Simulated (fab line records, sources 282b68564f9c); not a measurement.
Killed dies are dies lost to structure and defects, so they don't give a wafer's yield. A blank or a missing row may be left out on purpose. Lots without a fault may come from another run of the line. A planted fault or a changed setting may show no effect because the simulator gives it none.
Which tool did it? | flow rit_cmos | 15 lots, 45 wafers sampled, at 2 steps of a route of 202

WHAT THE GAUGES READ, wafer by wafer
RIT_CONTACT_THK_MEAS_01. Usual: CONTACT_TEOS_THK 400 nm, standard deviation 4.9.
lot  | measured    | on            | CONTACT_TEOS_THK (nm) | flag
L108 | day 3 04:43 | film_metro-01 | 395 400 401           |
L109 | day 3 09:11 | film_metro-01 | 394 393 397           |
L110 | day 3 22:40 | film_metro-01 | 404 401 403           |
L113 | day 4 09:24 | film_metro-04 | 397 408 405           |
L115 | day 4 20:29 | film_metro-03 | 394 395 400           |
L116 | day 4 21:11 | film_metro-04 | 797 811 809           | OFF
L117 | day 5 05:17 | film_metro-04 | 786 811 800           | OFF
L119 | day 5 15:25 | film_metro-04 | 407 404 402           |
L120 | day 5 20:55 | film_metro-04 | 796 798 800           | OFF
L123 | day 6 10:50 | film_metro-01 | 400 397 407           |
L124 | day 6 15:52 | film_metro-03 | 396 398 397           |
L126 | day 7 02:29 | film_metro-01 | 396 405 411           |
L127 | day 7 07:28 | film_metro-03 | 393 391 402           |
L128 | day 7 10:13 | film_metro-04 | 398 395 401           |
L130 | day 7 22:22 | film_metro-01 | 397 407 401           |

WHICH TOOL RAN EACH LOT (tool, then ch and the chambers of the sampled wafers, then the start)
lot  | RIT_CONTACT_CVD_00
L108 | pecvd-02 ch 0,1, day 3 04:39
L109 | pecvd-04 ch 0,1,2, day 3 09:08
L110 | pecvd-01 ch 0,1,2, day 3 22:37
L113 | pecvd-01 ch 0,2, day 4 09:20
L115 | pecvd-04 ch 1,2, day 4 20:25
L116 | pecvd-01 ch 1,2, day 4 20:54
L117 | pecvd-02 ch 0,1, day 5 05:01
L119 | pecvd-01 ch 0,1,2, day 5 15:22
L120 | pecvd-02 ch 0,1,2, day 5 20:38
L123 | pecvd-02 ch 0,1,2, day 6 10:47
L124 | pecvd-04 ch 0,1,2, day 6 15:49
L126 | pecvd-02 ch 0,1,2, day 7 02:25
L127 | pecvd-04 ch 0,1,2, day 7 07:25
L128 | pecvd-01 ch 0,1,2, day 7 10:10
L130 | pecvd-04 ch 0,2, day 7 22:17
- RIT_CONTACT_CVD_00: deposits SiO2 from TEOS, target thk 400 nm, time 61 s.

WHAT THE TOOLS THEMSELVES READ (means of the sampled wafers that have a number; where no wafer has one, the mark that the record gives instead)
RIT_CONTACT_CVD_00. Usual: heater_power_w 327 W, standard deviation 51.
lot  | tool     | heater_power_w (W) | flag
L108 | pecvd-02 | 290                |
L109 | pecvd-04 | 361                |
L110 | pecvd-01 | 333                |
L113 | pecvd-01 | 269                |
L115 | pecvd-04 | 382                |
L116 | pecvd-01 | 315                |
L117 | pecvd-02 | 332                |
L119 | pecvd-01 | 332                |
L120 | pecvd-02 | 334                |
L123 | pecvd-02 | 318                |
L124 | pecvd-04 | 366                |
L126 | pecvd-02 | 326                |
L127 | pecvd-04 | 354                |
L128 | pecvd-01 | 274                |
L130 | pecvd-04 | 351                |

THE ANSWER, worked out from the rows above alone
Rule: a lot is off if the mean of its wafers that have a number lies more than 3 standard deviations from the usual mean. A lot without any number at a reading at which 4 lots or more have one is off too. The other lots that the step has rows for count as sound. The gauges are gone through in route order, then the tools' own readings, and for those a lot's mean is taken as printed above. The first step at which some lot is off is used, and at that step the reading that is off furthest; a lot without a number counts as furthest.
Off: L116, L117, L120, at RIT_CONTACT_THK_MEAS_01 (CONTACT_TEOS_THK).
A tool fits if, at a process step before that reading, it ran every lot that is off, and no sound lot after the first of them. The gauges at RIT_CONTACT_THK_MEAS_01 are tried like those tools. None of those tried fits.

WHAT THE SIMULATOR HAD PUT IN
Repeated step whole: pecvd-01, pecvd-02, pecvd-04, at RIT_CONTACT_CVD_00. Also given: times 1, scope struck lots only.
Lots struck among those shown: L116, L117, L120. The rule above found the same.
